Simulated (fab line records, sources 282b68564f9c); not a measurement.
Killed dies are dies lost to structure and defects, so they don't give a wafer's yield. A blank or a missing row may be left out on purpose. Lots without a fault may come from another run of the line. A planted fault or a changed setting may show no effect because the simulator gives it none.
A struck lot beside a sound one | flow rit_cmos | 16 steps out of a route of 202
Sound: wafers L914.2, L914.3, L914.5. Struck: wafers L920.1, L920.2, L920.5. The cause comes at the end.
At each step with rows: each side's tool, then ch and its chambers, then its first start. Under that, the readings that differ: sound wafers | struck wafers | difference of the means | sigmas: that difference in standard deviations of wafers without a fault.
alike: readings whose means differ by less than 2 such deviations, and words and numbers that are the same on both sides. not compared: withheld readings, readings that some wafer has no value for, bounds like >300 that may hide the same value, and numbers for which the record gives no deviation and whose values overlap.
The two part at a step that has a row with sigmas, a row that says differs or no value, or rows on one side only. Numbers that don't overlap but have no deviation are shown without sigmas and don't part them. A reading that every wafer of one side lacks parts them only if that side has two wafers or more.

first, 4 steps without rows for these wafers: RIT_PLDD_SOFTBAKE_02 (time 60 s); RIT_PLDD_EXPOSE_03 (exposes mask M8, target cd 40900 nm); RIT_PLDD_PEB_04; RIT_PLDD_DEVELOP_05 (develop time 50 s).
RIT_PLDD_OVL_MEAS_06:
  sound on overlay-01, day 4 05:30; struck on overlay-01, day 5 12:23
  alike: PLDD_OVL
then, 2 steps without rows for these wafers: RIT_PLDD_HARDBAKE_07 (time 60 s); RIT_PLDD_IMPLANT_08.
RIT_PLDD_STRIP_09: strips in O2, time 180 s.
  sound on plasma_asher-01 ch 0,1, day 4 05:50; struck on plasma_asher-01 ch 0,1, day 5 12:44
  alike: drypump_motor_current_A
  not compared: rf_hours_counter_h
RIT_PLDD_TW_MEAS_10:
  sound on film_metro-04, day 4 06:01; struck on film_metro-04, day 5 12:54
  alike: PLDD_TW
then, 3 steps without rows for these wafers: RIT_SPACER_CLEAN_00 (cleans in SC1, time 600 s); RIT_SPACER_CLEAN_01 (cleans in dHF, time 30 s); RIT_SPACER_CLEAN_02 (cleans in SC2, time 600 s).
RIT_SPACER_CVD_03: deposits Si3N4 from SiH2Cl2/NH3, target thk 250 nm, time 3300 s.
  sound on lpcvd-02 ch 0, day 4 06:28; struck on lpcvd-01 ch 0, day 5 13:21
  reading                                  | sound           | struck            | difference | sigmas
  zone_power_load_pct (%)                  | 21.5 21.7 22.0  | 23.6 23.4 23.3    | +1.7       | +2
  model.Si3N4_of_SPACER_CVD_03.thk_nm (nm) | 245.5 246.4 248 | 352.1 349.7 349.6 | +103.8     |
RIT_SPACER_THK_MEAS_04:
  sound on film_metro-04, day 4 08:23; struck on film_metro-01, day 5 15:16
  reading                 | sound             | struck            | difference | sigmas
  SPACER_NITRIDE_THK (nm) | 245.5 246.4 247.9 | 352.1 350.0 349.5 | +103.9     | +52
RIT_SPACER_ETCHBACK_05: etches Si3N4 in SF6/CHF3, stops on SiO2, target depth 250 nm, time 240 s.
  sound on rie_diel-02 ch 1,2, day 4 08:26; struck on rie_diel-04 ch 1,2,3, day 5 15:19
  reading                                  | sound             | struck            | difference | sigmas
  oes_product_au (a.u.)                    | 0.824 0.843 0.826 | 1.005 1.008 1.002 | +0.174     | +16
  model.Si3N4_of_SPACER_CVD_03.thk_nm (nm) | 192.4 193.3 194.5 | 277.2 273.5 274.9 | +81.8      |
  model.etch.depth_nm (nm)                 | 245.5 246.4 248   | 307.9 315 308.9   | +64.0      |
  alike: drypump_motor_current_A, throttle_valve_pct
  not compared: rf_hours_counter_h
then, 1 step without rows for these wafers: RIT_NSD_HMDS_00 (prime time 60 s).

WHERE THEY PART
First at RIT_SPACER_CVD_03; last, within this record, at RIT_SPACER_ETCHBACK_05.

WHY: what the simulator had put in
Process parameter drift: lpcvd-01, from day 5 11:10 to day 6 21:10, at RIT_SPACER_CVD_03. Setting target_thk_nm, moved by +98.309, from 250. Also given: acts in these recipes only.
